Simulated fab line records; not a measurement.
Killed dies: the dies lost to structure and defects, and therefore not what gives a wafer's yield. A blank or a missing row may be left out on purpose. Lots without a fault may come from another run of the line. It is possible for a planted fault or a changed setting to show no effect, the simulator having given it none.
Check for tools in common || flow berkeley_cmos170 || 14 lots, 42 wafers sampled

WHY IT WAS OPENED
Flagged at UCB170_PLDD_CD_MEAS_06: reading cd_nm, on 2 of 14 lots. Wafers without a fault read 1199.9 nm, standard deviation 1.6.
Rule: a lot is flagged in two cases, either no wafer of it has a number, or all its wafers with numbers fall more than 4 standard deviations from that mean. The rest of the lots are taken to be sound.

{"lot": "L697", "measured": "day 7 06:19", "on": "cd_sem-01", "cd_nm (nm), wafer by wafer": "1200.3 1200.8 1201.4", "flag": ""}
{"lot": "L695", "measured": "day 7 06:28", "on": "cd_sem-01", "cd_nm (nm), wafer by wafer": "1200.4 1201.1 1200.5", "flag": ""}
{"lot": "L696", "measured": "day 7 06:43", "on": "cd_sem-02", "cd_nm (nm), wafer by wafer": "1202.7 1199.2 1201.0", "flag": ""}
{"lot": "L703", "measured": "day 8 19:34", "on": "cd_sem-01", "cd_nm (nm), wafer by wafer": "1176.1 1176.5 1178.4", "flag": "FLAGGED"}
{"lot": "L701", "measured": "day 8 19:49", "on": "cd_sem-02", "cd_nm (nm), wafer by wafer": "1177.3 1176.4 1177.0", "flag": "FLAGGED"}
{"lot": "L709", "measured": "day 10 03:49", "on": "cd_sem-01", "cd_nm (nm), wafer by wafer": "1199.8 1198.9 1198.0", "flag": ""}
{"lot": "L708", "measured": "day 10 04:03", "on": "cd_sem-02", "cd_nm (nm), wafer by wafer": "1199.3 1199.4 1200.5", "flag": ""}
{"lot": "L710", "measured": "day 10 13:47", "on": "cd_sem-02", "cd_nm (nm), wafer by wafer": "1202.5 1201.6 1202.5", "flag": ""}
{"lot": "L711", "measured": "day 11 01:26", "on": "cd_sem-01", "cd_nm (nm), wafer by wafer": "1199.0 1200.1 1199.0", "flag": ""}
{"lot": "L713", "measured": "day 11 13:09", "on": "cd_sem-02", "cd_nm (nm), wafer by wafer": "1197.2 1198.6 1197.9", "flag": ""}
{"lot": "L715", "measured": "day 11 13:26", "on": "cd_sem-01", "cd_nm (nm), wafer by wafer": "1198.9 1199.3 1198.8", "flag": ""}
{"lot": "L716", "measured": "day 12 03:13", "on": "cd_sem-01", "cd_nm (nm), wafer by wafer": "1201.0 1200.4 1200.2", "flag": ""}
{"lot": "L717", "measured": "day 12 14:22", "on": "cd_sem-02", "cd_nm (nm), wafer by wafer": "1198.0 1196.5 1198.6", "flag": ""}
{"lot": "L718", "measured": "day 12 14:39", "on": "cd_sem-02", "cd_nm (nm), wafer by wafer": "1201.2 1200.0 1198.7", "flag": ""}
On average the flagged lots' numbers are 1177.0 nm, which is -23.0 nm against the usual, or -14 standard deviations.

TOOL THAT RAN EACH LOT
The record holds 2 process steps before the reading, out of a route of 331 steps. Cell contents, in order: the tool; ch with the chambers the sampled wafers went through; the start.
{"lot": "L697", "flag": "", "UCB170_GATE_STRIP_16": "plasma_asher-02 ch 0,1, day 7 04:52", "UCB170_PLDD_PEB_04": "litho_track-02 ch 0, day 7 06:02"}
{"lot": "L695", "flag": "", "UCB170_GATE_STRIP_16": "plasma_asher-03 ch 1, day 7 04:59", "UCB170_PLDD_PEB_04": "litho_track-01 ch 0, day 7 06:12"}
{"lot": "L696", "flag": "", "UCB170_GATE_STRIP_16": "plasma_asher-04 ch 0,1, day 7 05:14", "UCB170_PLDD_PEB_04": "litho_track-02 ch 0, day 7 06:28"}
{"lot": "L703", "flag": "FLAGGED", "UCB170_GATE_STRIP_16": "plasma_asher-03 ch 0,1, day 8 17:17", "UCB170_PLDD_PEB_04": "litho_track-04 ch 0, day 8 19:18"}
{"lot": "L701", "flag": "FLAGGED", "UCB170_GATE_STRIP_16": "plasma_asher-04 ch 0,1, day 8 18:00", "UCB170_PLDD_PEB_04": "litho_track-04 ch 0, day 8 19:33"}
{"lot": "L709", "flag": "", "UCB170_GATE_STRIP_16": "plasma_asher-03 ch 0,1, day 10 00:47", "UCB170_PLDD_PEB_04": "litho_track-02 ch 0, day 10 03:33"}
{"lot": "L708", "flag": "", "UCB170_GATE_STRIP_16": "plasma_asher-04 ch 0,1, day 10 01:23", "UCB170_PLDD_PEB_04": "litho_track-02 ch 0, day 10 03:46"}
{"lot": "L710", "flag": "", "UCB170_GATE_STRIP_16": "plasma_asher-03 ch 0,1, day 10 11:24", "UCB170_PLDD_PEB_04": "litho_track-02 ch 0, day 10 13:00"}
{"lot": "L711", "flag": "", "UCB170_GATE_STRIP_16": "plasma_asher-03 ch 0,1, day 10 23:34", "UCB170_PLDD_PEB_04": "litho_track-01 ch 0, day 11 01:04"}
{"lot": "L713", "flag": "", "UCB170_GATE_STRIP_16": "plasma_asher-03 ch 0,1, day 11 10:13", "UCB170_PLDD_PEB_04": "litho_track-01 ch 0, day 11 12:00"}
{"lot": "L715", "flag": "", "UCB170_GATE_STRIP_16": "plasma_asher-04 ch 0,1, day 11 10:55", "UCB170_PLDD_PEB_04": "litho_track-01 ch 0, day 11 13:00"}
{"lot": "L716", "flag": "", "UCB170_GATE_STRIP_16": "plasma_asher-02 ch 0, day 12 01:33", "UCB170_PLDD_PEB_04": "litho_track-02 ch 0, day 12 02:56"}
{"lot": "L717", "flag": "", "UCB170_GATE_STRIP_16": "plasma_asher-03 ch 0,1, day 12 13:01", "UCB170_PLDD_PEB_04": "litho_track-01 ch 0, day 12 14:05"}
{"lot": "L718", "flag": "", "UCB170_GATE_STRIP_16": "plasma_asher-04 ch 0,1, day 12 13:20", "UCB170_PLDD_PEB_04": "litho_track-04 ch 0, day 12 14:23"}
What the steps here do:
- UCB170_GATE_STRIP_16: strips in O2.
- UCB170_PLDD_PEB_04
- UCB170_PLDD_CD_MEAS_06: target cd 1200 nm.

FLAGGED AGAINST TOTAL, ONE TOOL AT A TIME (gauges that did the reading follow at the end)
{"step": "UCB170_GATE_STRIP_16", "tool": "plasma_asher-02", "lots run": 2, "flagged": 0, "share of the flagged lots": "none", "sound lots run after its first flagged lot": "-"}
{"step": "UCB170_GATE_STRIP_16", "tool": "plasma_asher-03", "lots run": 7, "flagged": 1, "share of the flagged lots": "some", "sound lots run after its first flagged lot": "5 (L709,L710,L711,L713,L717)"}
{"step": "UCB170_GATE_STRIP_16", "tool": "plasma_asher-04", "lots run": 5, "flagged": 1, "share of the flagged lots": "some", "sound lots run after its first flagged lot": "3 (L708,L715,L718)"}
{"step": "UCB170_PLDD_PEB_04", "tool": "litho_track-01", "lots run": 5, "flagged": 0, "share of the flagged lots": "none", "sound lots run after its first flagged lot": "-"}
{"step": "UCB170_PLDD_PEB_04", "tool": "litho_track-02", "lots run": 6, "flagged": 0, "share of the flagged lots": "none", "sound lots run after its first flagged lot": "-"}
{"step": "UCB170_PLDD_PEB_04", "tool": "litho_track-04", "lots run": 3, "flagged": 2, "share of the flagged lots": "all", "sound lots run after its first flagged lot": "1 (L718)"}
{"step": "UCB170_PLDD_CD_MEAS_06", "tool": "cd_sem-01", "lots run": 7, "flagged": 1, "share of the flagged lots": "some", "sound lots run after its first flagged lot": "4 (L709,L711,L715,L716)"}
{"step": "UCB170_PLDD_CD_MEAS_06", "tool": "cd_sem-02", "lots run": 7, "flagged": 1, "share of the flagged lots": "some", "sound lots run after its first flagged lot": "5 (L708,L710,L713,L717,L718)"}

WHAT IS ALLOWED BY THE TABLE
All flagged lots share 1 row of the table, namely litho_track-04 at UCB170_PLDD_PEB_04.
- litho_track-04 at UCB170_PLDD_PEB_04: 2 of its 3 lots flagged. Lots that were sound ran on it after the first flagged one (L718); a persistent fault on the entire tool would not allow that. Its own readings (heater_power_total_W, plate_temp_C) fall more than 4 standard deviations out on all wafers of the flagged lots.
No row of the table ran every flagged lot and no sound lot after the first.

WHAT THE SIMULATOR PUT IN
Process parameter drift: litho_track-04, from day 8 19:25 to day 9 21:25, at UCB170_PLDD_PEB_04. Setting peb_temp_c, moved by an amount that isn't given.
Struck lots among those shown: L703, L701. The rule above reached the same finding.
